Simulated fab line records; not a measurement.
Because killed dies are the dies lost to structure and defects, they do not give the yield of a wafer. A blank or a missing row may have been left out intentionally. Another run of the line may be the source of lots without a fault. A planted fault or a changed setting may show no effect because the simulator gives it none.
Matching of chambers	flow berkeley-cmos170	UCB170_V2_ETCH_14 on rie-diel-01: 4 sister chambers
The step etches SiO2 in CHF3/CF4/Ar, stops on Al, target depth 1250 nm, time 291 s. 4 wafers are shown with their chamber, then 7 later ones without.

== WAFERS WITH THEIR CHAMBER ==
wafer	chamber	throttle-valve-pct (%)
L715.1	3	6.73
L717.5	2	7.06
L725.5	0	6.92
L727.1	1	6.85

== WAFERS WITH NO CHAMBER GIVEN ==
wafer	throttle-valve-pct (%)
L727.6	6.84
L731.2	6.75
L731.4	6.83
L731.6	7.06
L733.1	6.75
L733.5	6.73
L733.6	6.95

== WHICH CHAMBER EACH ONE RAN IN ==
wafer	from the rows above	in truth
L727.6	1	1
L731.2	3	3
L731.4	1	1
L731.6	2	2
L733.1	3	3
L733.5	3	3
L733.6	0	0
Placed correctly: 7 of 7. Number that these rows cannot place: 0. Wrongly placed: 0.
How it was worked out, from the rows above alone: a wafer's distance from a chamber is the root of the sum, over the readings, of the square of ((its reading less the chamber's mean) divided by the reading's scatter). If the next closest chamber is less than 2 further off than the closest, the wafer can't be placed; otherwise it belongs to the closest. For every chamber, the mean is computed from those of its wafers that are shown. The scatter: with one shown wafer a chamber, the root of the mean of the squares of how far each hidden wafer lies from its nearest shown one.
